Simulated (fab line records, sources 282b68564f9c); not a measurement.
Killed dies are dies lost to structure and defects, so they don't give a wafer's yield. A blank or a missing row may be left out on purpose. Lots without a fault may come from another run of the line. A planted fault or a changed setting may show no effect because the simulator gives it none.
fab line records | flow rit_cmos
record lots=13 wafers=39 last_day=7
route steps=202 shown CONTACT@180 M1@202
lots that met no fault: from a run of the same line without faults
start_h: hours from the record's first day to the start of the lot's first wafer shown | wait_h: hours since the lot's step before | " the same as in the row above | L1.1+2: a row that stands for several wafers | - no value, or no start given | * or withheld: withheld | < > ~ a bound
route shown NAME@n: a module of which the file shows steps, and the number in the route of the first | usual: mean/standard deviation of fault-free wafers | same: alike in all rows | chamber/n: place in a boat | sites: the reading at each site | _std_site: their standard deviation | _edge_site: outer sites' mean less inner sites' | radius_mm: how far each site lies from the wafer's centre | mask NAME#n: copy n | behind: the tool/chamber that last shaped the wafer | hold: why the lot was held/for how many hours/how that ended | device: the transistor (n, p or np) that didn't switch | end of line: the same wafers' tests at the end of the route | a step without rows: its recipe alone | killed: dies lost to structure and defects at the first sort, not the wafer's yield | map: a wafer's dies, x killed, . not, _ none there
set.NAME: the setting as run; set.NAME@STEP: as run at that earlier step | model.NAME: the simulator's own value behind a step, which no gauge read
steps of the route over a sample of lots; a table a step, a row a wafer
services: from which hour (start_h, from the record's first day; less than 0 if before it) a tool's chamber was out of use, for how many hours, and why
## steps
# step RIT_CONTACT_STRIP_12
# recipe chemistry=O2 time_s=180 resist=NOVOLAK platen_temp_c=withheld power_w=500 pressure_mtorr=4000 o2_flow_sccm=4000
# usual drypump_motor_current_A=5.5/0.48
# columns lot.wafer tool chamber start_h wait_h drypump_motor_current_A rf_hours_counter_h
L221.1 plasma_asher-04 1 59.31 0.1 5.6 30
L221.4 " 1 " " 5.6 -
L221.6 " 1 " " 5.6 -
L222.1 plasma_asher-03 0 63.63 0.1 5.2 44
L222.4 " 0 " " 5.2 -
L222.6 " 1 " " 6.1 -
L223.1 plasma_asher-02 0 68.28 0.1 6.3 35
L223.4 " 0 " " 6.3 -
L223.6 " 0 " " 6.3 -
L224.2 plasma_asher-03 0 73.54 0.1 5.1 45
L224.3 " 1 " " 6.0 -
L224.4 " 0 " " 5.2 -
L225.1 plasma_asher-02 0 80.72 0.1 6.3 36
L225.3 " 0 " " 6.3 -
L225.4 " 1 " " 4.9 -
L226.1 plasma_asher-02 1 83.57 0.1 4.9 37
L226.2 " 0 " " 6.3 37
L226.3 " 0 " " 6.3 -
L227.2 plasma_asher-03 0 92.05 0.1 5.2 47
L227.3 " 0 " " 5.2 -
L227.4 " 1 " " 6.1 -
L229.3 plasma_asher-03 1 99.75 0.2 6.1 -
L229.4 " 0 " " 5.2 -
L229.6 " 0 " " 5.2 -
L230.1 plasma_asher-02 0 102.34 0.1 6.3 40
L230.3 " 1 " " 4.9 -
L230.6 " 0 " " 6.3 -
L231.4 plasma_asher-04 1 107.29 0.2 5.6 -
L231.5 " 0 " " 5.2 -
L231.6 " 1 " " 5.6 -
L232.2 plasma_asher-03 0 111.31 0.1 5.2 50
L232.4 " 1 " " 6.0 -
L232.5 " 0 " " 5.2 -
L242.1 plasma_asher-04 1 164.06 0.1 5.5 42
L242.5 " 0 " " 5.2 -
L242.6 " 1 " " 5.6 -
L243.2 plasma_asher-03 0 169.77 0.1 5.2 56
L243.3 " 1 " " 6.1 -
L243.4 " 0 " " 5.1 -
# step RIT_M1_PROBE_99
# usual killed_at_M0_to_M3=0.0/0.14 killed_at_contacts=0.1/0.27 killed_at_front_end=7.2/2.9 killed_dies=7.3/2.9 killed_on_rim=1.9/1.2 killed_open=3.6/1.9 killed_short=3.8/1.9
# same gross_dies=264 killed_at_M4_up=0 killed_at_back_side=0 killed_at_other=0
# columns lot.wafer tool chamber start_h wait_h killed_at_M0_to_M3 killed_at_contacts killed_at_front_end killed_dies killed_on_rim killed_open killed_short
L225.1 prober-02 - 85.38 0.1 0 0 5 5 1 3 2
L225.3 prober-02 - 85.48 0.2 0 1 5 6 2 4 2
L225.4 prober-02 - 85.53 0.2 0 0 3 3 0 1 2
L229.3 prober-02 - 104.74 0.2 0 0 8 8 3 4 4
L229.4 prober-02 - 104.79 0.2 0 0 7 7 2 6 1
L229.6 prober-02 - 104.89 0.2 0 0 5 5 1 2 3
L230.1 prober-01 - 107.12 0.1 0 0 8 8 1 4 4
L230.3 prober-01 - 107.22 0.2 0 0 9 9 3 2 7
L230.6 prober-01 - 107.37 0.2 0 1 8 9 0 4 5
L231.4 prober-02 - 112.06 0.2 0 1 9 10 1 5 5
L231.5 prober-02 - 112.11 0.2 0 0 7 7 2 3 4
L231.6 prober-02 - 112.16 0.2 0 0 7 7 2 4 3
L232.2 prober-01 - 116.09 0.1 0 0 8 8 2 2 6
L232.4 prober-01 - 116.19 0.2 0 0 3 3 2 1 2
L232.5 prober-01 - 116.24 0.2 0 0 4 4 0 3 1
L242.1 prober-01 - 168.74 0.1 0 41 9 50 8 4 5
L242.5 prober-01 - 168.94 0.2 0 0 14 14 4 8 6
L242.6 prober-01 - 168.99 0.2 0 38 4 42 6 3 1
L243.2 prober-02 - 174.79 0.1 0 0 6 6 2 3 3
L243.3 prober-02 - 174.84 0.2 0 0 12 12 1 5 7
L243.4 prober-02 - 174.89 0.2 0 0 7 7 4 4 3
# killed by level:class
L225.1 FOX1:geometric_particle:open=1 GATE:geometric_particle:short=1 REOX:geometric_particle:short=1 REOX:geometric_particle:open=1 SPACER:geometric_particle:open=1
L225.3 SPACER:geometric_particle:open=2 FOX1:geometric_particle:open=1 GATE:geometric_particle:open=1 REOX:geometric_particle:short=1 CONTACT:geometric_particle:short=1
L225.4 FOX1:geometric_particle:short=1 REOX:geometric_particle:open=1 SPACER:geometric_particle:short=1
L229.3 SPACER:geometric_particle:open=3 FOX2:geometric_particle:short=2 GATE:geometric_particle:short=1 SPACER:geometric_particle:short=1 SILICIDE:geometric_particle:open=1
L229.4 GATE:geometric_particle:open=2 SILICIDE:geometric_particle:open=2 FOX2:geometric_particle:open=1 GATE:geometric_particle:short=1 REOX:geometric_particle:open=1
L229.6 GATE:geometric_particle:short=2 GATE:geometric_particle:open=1 REOX:geometric_particle:short=1 SILICIDE:geometric_particle:open=1
L230.1 GATE:geometric_particle:short=2 FOX1:geometric_particle:short=1 GATE:geometric_particle:open=1 REOX:geometric_particle:open=1 REOX:geometric_particle:short=1 SPACER:geometric_particle:open=1 SILICIDE:geometric_particle:open=1
L230.3 FOX1:geometric_particle:short=4 GATE:geometric_particle:open=1 GATE:geometric_particle:short=1 REOX:geometric_particle:open=1 REOX:geometric_particle:short=1 SILICIDE:geometric_particle:short=1
L230.6 GATE:geometric_particle:short=2 SILICIDE:geometric_particle:open=2 FOX1:geometric_particle:open=1 GATE:geometric_particle:open=1 SPACER:geometric_particle:short=1 SILICIDE:geometric_particle:short=1 CONTACT:geometric_particle:short=1
L231.4 GATE:geometric_particle:short=3 REOX:geometric_particle:open=2 FOX2:geometric_particle:open=1 REOX:geometric_particle:short=1 SPACER:geometric_particle:short=1 SILICIDE:geometric_particle:open=1 CONTACT:geometric_particle:open=1
L231.5 FOX1:geometric_particle:short=2 ACTIVE:geometric_particle:open=1 GATE:geometric_particle:short=1 REOX:geometric_particle:open=1 SPACER:geometric_particle:short=1 SPACER:geometric_particle:open=1
L231.6 REOX:geometric_particle:short=2 REOX:geometric_particle:open=2 GATE:geometric_particle:open=1 GATE:geometric_particle:short=1 SPACER:geometric_particle:open=1
L232.2 GATE:geometric_particle:short=5 FOX2:geometric_particle:open=1 FOX2:geometric_particle:short=1 REOX:geometric_particle:open=1
L232.4 GATE:geometric_particle:short=1 GATE:geometric_particle:open=1 REOX:geometric_particle:short=1
L232.5 GATE:geometric_particle:open=2 FOX1:geometric_particle:open=1 SILICIDE:geometric_particle:short=1
L242.1 CONTACT:unspecified=41 GATE:geometric_particle:open=3 GATE:geometric_particle:short=2 FOX1:geometric_particle:short=1 SPACER:geometric_particle:open=1 SPACER:geometric_particle:short=1 SILICIDE:geometric_particle:short=1
L242.5 GATE:geometric_particle:open=7 GATE:geometric_particle:short=4 SPACER:geometric_particle:short=2 REOX:geometric_particle:open=1
L242.6 CONTACT:unspecified=38 SILICIDE:geometric_particle:open=2 GATE:geometric_particle:open=1 GATE:geometric_particle:short=1
L243.2 FOX2:geometric_particle:short=2 FOX2:geometric_particle:open=1 GATE:geometric_particle:open=1 REOX:geometric_particle:short=1 SILICIDE:geometric_particle:open=1
L243.3 GATE:geometric_particle:short=3 GATE:geometric_particle:open=2 SPACER:geometric_particle:short=2 SPACER:geometric_particle:open=2 FOX1:geometric_particle:open=1 FOX1:geometric_particle:short=1 SILICIDE:geometric_particle:short=1
L243.4 GATE:geometric_particle:open=3 FOX1:geometric_particle:short=2 GATE:geometric_particle:short=1 REOX:geometric_particle:open=1
## services
# columns tool chamber start_h hours kind
plasma_asher-02 - 108.75 9.0 pm
plasma_asher-02 0 108.75 9.0 vent_cycle
plasma_asher-02 1 108.75 9.0 vent_cycle
plasma_asher-02 - 117.75 2.8 pm
plasma_asher-02 0 117.75 - clean
plasma_asher-02 1 117.75 - clean
## key
first_sign step=RIT_M1_PROBE_99 reading=killed_at_contacts direction=up sigmas=39 usual=0.1 struck=39.5
effect step=RIT_M1_PROBE_99 reading=killed_dies direction=up sigmas=13 usual=7.3 struck=46
met_at RIT_CONTACT_STRIP_12
struck_lots L242
struck_wafers L242.1,L242.6
tester_left_out L242
onset_between 107.29 164.06
fault kind=chamber_particle_source tool=plasma_asher-04 chamber=1 onset_h=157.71 steps=RIT_CONTACT_STRIP_12 rate_per_visit_cm2=2.0502 end_h=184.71
# tester_left_out: of these lots the tester's yield and bins aren't shown, on N5 and GAA mostly nor the transistor test; their killed dies are dies lost to structure and defects alone, not to doping, threshold or leakage, so they don't give the yield
